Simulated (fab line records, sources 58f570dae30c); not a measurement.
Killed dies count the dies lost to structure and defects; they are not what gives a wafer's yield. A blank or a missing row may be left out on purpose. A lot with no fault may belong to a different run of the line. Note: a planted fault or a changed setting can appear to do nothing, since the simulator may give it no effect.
Which tool is to blame? | flow berkeley_cmos170 | at 1 step of a route of 331, 15 lots with 45 wafers sampled

== WHAT EACH GAUGE READ, for each wafer ==
Not one reading of a measure or inspect step in the record can be checked against a usual standard deviation.

== WHAT TOOL EACH LOT RAN ON (gives the tool, then ch and the chambers of the sampled wafers, and finally the start) ==
lot  | UCB170_V1_STRIP_15
L830 | plasma_asher-02 ch 0,1, day 7 19:22
L831 | plasma_asher-03 ch 0,1, day 7 19:42
L832 | plasma_asher-03 ch 1, day 8 02:37
L834 | plasma_asher-01 ch 0,1, day 8 20:43
L836 | plasma_asher-01 ch 0,1, day 9 03:53
L839 | plasma_asher-01 ch 0,1, day 9 23:07
L840 | plasma_asher-02 ch 0, day 9 23:22
L841 | plasma_asher-02 ch 0,1, day 10 08:55
L844 | plasma_asher-01 ch 0,1, day 11 02:01
L847 | plasma_asher-02 ch 0,1, day 11 16:26
L848 | plasma_asher-03 ch 0,1, day 11 16:45
L852 | plasma_asher-02 ch 0,1, day 12 02:13
L850 | plasma_asher-02 ch 1, day 12 06:11
L851 | plasma_asher-01 ch 0,1, day 12 06:25
L853 | plasma_asher-02 ch 0,1, day 12 06:40
- UCB170_V1_STRIP_15: strips in O2.

== AS READ BY THE TOOLS THEMSELVES (means over the sampled wafers that have a number; for cases with no such wafer, the mark the record gives instead) ==
UCB170_V1_STRIP_15.
lot  | tool            | chamber_pressure_mTorr (mTorr) | drypump_motor_current_A (A) | oes_product_au (a.u.) | strip_time_to_endpoint_s (s)
L830 | plasma_asher-02 | 3500.7                         | 5.8                         | 0.723                 | 15.33
L831 | plasma_asher-03 | 3499.8                         | 5.8                         | 0.725                 | 15.42
L832 | plasma_asher-03 | 3499.0                         | 6.0                         | 0.721                 | 15.51
L834 | plasma_asher-01 | 3501.5                         | 5.5                         | 0.725                 | 15.34
L836 | plasma_asher-01 | 3501.9                         | 5.5                         | 0.718                 | 15.38
L839 | plasma_asher-01 | -                              | -                           | -                     | -
L840 | plasma_asher-02 | -                              | -                           | -                     | -
L841 | plasma_asher-02 | -                              | -                           | -                     | -
L844 | plasma_asher-01 | 3494.3                         | 5.5                         | 0.725                 | 15.21
L847 | plasma_asher-02 | 3502.2                         | 5.8                         | 0.723                 | 15.24
L848 | plasma_asher-03 | 3501.9                         | 5.8                         | 0.722                 | 15.30
L852 | plasma_asher-02 | 3500.6                         | 5.8                         | 0.721                 | 15.30
L850 | plasma_asher-02 | 3503.2                         | 5.9                         | 0.715                 | 15.33
L851 | plasma_asher-01 | 3497.5                         | 5.9                         | 0.725                 | 15.34
L853 | plasma_asher-02 | 3500.0                         | 5.8                         | 0.724                 | 15.36

== THE ANSWER, worked out from the rows above alone ==
Rule: usual is defined by the lots themselves. Put in order of their means at a reading, lots are off if they are a third of the lots or fewer, leave a main group of 4 or more, and stand apart from it by a gap of 3 or more times the standard deviation of the main group's means; of several such gaps the widest counts. A main group whose means are all the same, to the digits that the tables above print for the reading, isn't used. A lot without any number at a reading at which 4 lots or more have one is off too. Any other lot the step has rows for is counted as sound. The gauges are gone through in route order, then the tools' own readings, and for those a lot's mean is taken as printed above. At the first step where some lot is off, the reading lying furthest off is the one used; lots without a number count as furthest.
Off at UCB170_V1_STRIP_15 (chamber_pressure_mTorr): L839, L840, L841. Without a number there: L839, L840, L841. For the main group the mean is 3500.2 mTorr and the standard deviation 2.3.
A tool fits if, at that step or a process step before it, it ran every lot that is off, and no sound lot after the first of them. Of those tried, none fits.

== WHAT THE SIMULATOR HAD PUT IN ==
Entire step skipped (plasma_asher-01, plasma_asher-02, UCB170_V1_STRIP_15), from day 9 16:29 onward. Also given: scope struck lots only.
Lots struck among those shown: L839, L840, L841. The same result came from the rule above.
